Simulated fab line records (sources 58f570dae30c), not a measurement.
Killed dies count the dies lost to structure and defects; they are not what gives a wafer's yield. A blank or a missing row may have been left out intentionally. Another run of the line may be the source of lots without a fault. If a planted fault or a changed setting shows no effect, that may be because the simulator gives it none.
Split-lot study | flow berkeley cmos170 | on a route of 331 steps: 5 lots, 23 wafers read

## THE SPLIT ITSELF
At UCB170_SPACER_ANNEAL_02 (time 1800 s), the setting temp c was moved away from the recipe's 900 C on 20 of the 23 wafers read, by -2.4% to +1.5%. For the rest of the wafers, this setting stayed at what the recipe calls for.

## FROM THE SPLIT TO THE READING: what the file shows between them, 5 steps
- UCB170_BACKSIDE_COAT_01: resist thk 900 nm (also split here: resist thk nm)
- UCB170_BACKSIDE_SOFTBAKE_02: time 60 s
- UCB170_BACKSIDE_STRIP_03: strips in O2
- UCB170_BACKSIDE_CLEAN_04: cleans in SPM, time 600 s
- UCB170_SDANNEAL_RTA_00: time 10 s

## THE READING
At UCB170_SDANNEAL_RS_MEAS_04, a four-point-probe measurement gives PLDD_RS in ohm/sq. Fault-free wafers of this fab line usually give 1034.0 ohm/sq, standard deviation 2.7 ohm/sq.

wafer  | tool, chamber at the split | temp c as run, C | against the recipe | PLDD_RS, ohm/sq | against lot-mates on the recipe
L075.1 | -, -                       | 884.1            | -1.8%              | 1098.5          | no lot-mate on the recipe
L075.3 | -, -                       | 884.1            | -1.8%              | 1098.6          | no lot-mate on the recipe
L075.4 | -, -                       | 884.1            | -1.8%              | 1097.8          | no lot-mate on the recipe
L075.5 | -, -                       | 884.1            | -1.8%              | 1100.4          | no lot-mate on the recipe
L075.6 | -, -                       | 884.1            | -1.8%              | 1097.6          | no lot-mate on the recipe
L078.1 | furnace-04, 0              | 900              | recipe             | 1033.1          | -
L078.5 | furnace-04, 0              | 900              | recipe             | 1035.1          | -
L078.6 | furnace-04, 0              | 900              | recipe             | 1036.0          | -
L082.1 | -, -                       | 887.1            | -1.4%              | 1077.0          | no lot-mate on the recipe
L082.2 | -, -                       | 887.1            | -1.4%              | 1079.3          | no lot-mate on the recipe
L082.3 | -, -                       | 887.1            | -1.4%              | 1080.0          | no lot-mate on the recipe
L082.5 | -, -                       | 887.1            | -1.4%              | 1082.2          | no lot-mate on the recipe
L082.6 | -, -                       | 887.1            | -1.4%              | 1079.1          | no lot-mate on the recipe
L085.1 | -, -                       | 878              | -2.4%              | 1125.5          | no lot-mate on the recipe
L085.2 | -, -                       | 878              | -2.4%              | 1125.5          | no lot-mate on the recipe
L085.4 | -, -                       | 878              | -2.4%              | 1124.7          | no lot-mate on the recipe
L085.5 | -, -                       | 878              | -2.4%              | 1127.9          | no lot-mate on the recipe
L085.6 | -, -                       | 878              | -2.4%              | 1126.5          | no lot-mate on the recipe
L084.1 | -, -                       | 913.9            | +1.5%              | 983.6           | no lot-mate on the recipe
L084.2 | -, -                       | 913.9            | +1.5%              | 987.1           | no lot-mate on the recipe
L084.3 | -, -                       | 913.9            | +1.5%              | 984.9           | no lot-mate on the recipe
L084.4 | -, -                       | 913.9            | +1.5%              | 984.6           | no lot-mate on the recipe
L084.6 | -, -                       | 913.9            | +1.5%              | 984.8           | no lot-mate on the recipe

THE FIT
A straight line over all 23 wafers: PLDD_RS changes by -34.7 ohm/sq for each +1% of temp c; r = -1.00; the points scatter about the line by 4.4 ohm/sq.
Too few moved wafers have a lot-mate on the recipe to fit a line with each lot's own level taken away.

## THE FILE'S OWN FIT
PLDD_RS changes by -34.7 ohm/sq for each +1% of temp c, r = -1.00.
